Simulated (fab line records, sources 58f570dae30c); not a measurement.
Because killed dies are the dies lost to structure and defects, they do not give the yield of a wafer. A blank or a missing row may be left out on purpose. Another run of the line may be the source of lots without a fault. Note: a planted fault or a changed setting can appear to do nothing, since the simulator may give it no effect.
What tool caused it? | flow berkeley cmos170 | 7 lots with 21 wafers sampled at 5 steps, on a route of 331 steps

== WHAT THE GAUGES READ, wafer by wafer ==
UCB170_V2_THK_MEAS_04.
lot  | measured     | on            | V2_POLISHED_THK (nm)
L772 | day 8 17:02  | film metro-02 | 999.2 997.4 999.8
L778 | day 9 15:11  | film metro-01 | 1002.2 1000.5 1000.2
L779 | day 10 05:19 | film metro-01 | 998.5 1000.0 997.8
L780 | day 10 07:16 | film metro-02 | 1000.9 1000.1 998.6
L784 | day 11 04:22 | film metro-02 | 999.5 997.4 996.5
L786 | day 11 15:55 | film metro-01 | 1327.4 1352.0 1355.8
L794 | day 13 10:26 | film metro-03 | 998.3 999.1 997.1

== EACH LOT AND THE TOOL THAT RAN IT (in order: tool; ch and the chambers of the sampled wafers; start) ==
lot  | UCB170_SDANNEAL_RTA_00           | UCB170_CONTACT_STRIP_06              | UCB170_M1_ETCH_11                  | UCB170_V2_CMP_02
L772 | rtp anneal-02 ch 0, day 7 22:10  | plasma asher-01 ch 0,1, day 8 03:25  | rie diel-02 ch 0,1,3, day 8 07:09  | cmp-02 ch 0,1,3, day 8 16:40
L778 | rtp anneal-02 ch 0, day 8 21:59  | plasma asher-01 ch 0,1, day 9 02:05  | rie diel-02 ch 0,2, day 9 05:21    | cmp-01 ch 1,2, day 9 14:49
L779 | rtp anneal-02 ch 0, day 9 12:53  | plasma asher-01 ch 0,1, day 9 16:20  | rie diel-01 ch 0,1,2, day 9 19:50  | cmp-01 ch 0,1,2, day 10 05:00
L780 | rtp anneal-02 ch 0, day 9 13:19  | plasma asher-03 ch 0,1, day 9 17:49  | rie diel-01 ch 1,2,3, day 9 21:41  | cmp-01 ch 1,2,3, day 10 06:53
L784 | rtp anneal-02 ch 0, day 10 12:17 | plasma asher-03 ch 0,1, day 10 16:40 | rie diel-02 ch 2,3, day 10 20:05   | cmp-02 ch 0,1,2, day 11 03:58
L786 | rtp anneal-02 ch 0, day 10 23:57 | plasma asher-01 ch 0,1, day 11 03:33 | rie diel-01 ch 1,2, day 11 07:49   | cmp-01 ch 0,1, day 11 15:29
L794 | rtp anneal-02 ch 0, day 12 14:55 | plasma asher-02 ch 0,1, day 12 20:23 | rie diel-02 ch 0,1,2, day 12 23:50 | cmp-02 ch 0,2,3, day 13 10:07
- UCB170_SDANNEAL_RTA_00: time 10 s.
- UCB170_CONTACT_STRIP_06: strips in O2.
- UCB170_M1_ETCH_11: etches BARC in N2/H2.
- UCB170_V2_CMP_02: polishes SiO2.

== THE ANSWER, worked out from the rows above alone ==
Rule: the usual values come from the lots themselves. The widest of any qualifying gaps counts: lots, ordered by their means at a reading, are off when they make up no more than a third of the lots, leave a main group of 4 or more, and stand apart from it by 3 or more times the standard deviation of that group's means. Not used: any main group whose means are identical at the precision the tables above print for the reading. A lot without any number at a reading at which 4 lots or more have one is off too. All remaining lots with rows at the step are treated as sound.
Off: L786, seen at UCB170_V2_THK_MEAS_04 (V2_POLISHED_THK). Main group: mean 999.1 nm, sd 1.1.
If a tool, at a process step before that reading, ran all the lots that are off and no sound lot after the first of them, it fits. The gauges at UCB170_V2_THK_MEAS_04 are tried like those tools. Can't be told from this: 4 tools fit, plasma asher-01 at UCB170_CONTACT_STRIP_06, rie diel-01 at UCB170_M1_ETCH_11, cmp-01 at UCB170_V2_CMP_02, film metro-01 at UCB170_V2_THK_MEAS_04.

== WHAT WAS PUT IN BY THE SIMULATOR ==
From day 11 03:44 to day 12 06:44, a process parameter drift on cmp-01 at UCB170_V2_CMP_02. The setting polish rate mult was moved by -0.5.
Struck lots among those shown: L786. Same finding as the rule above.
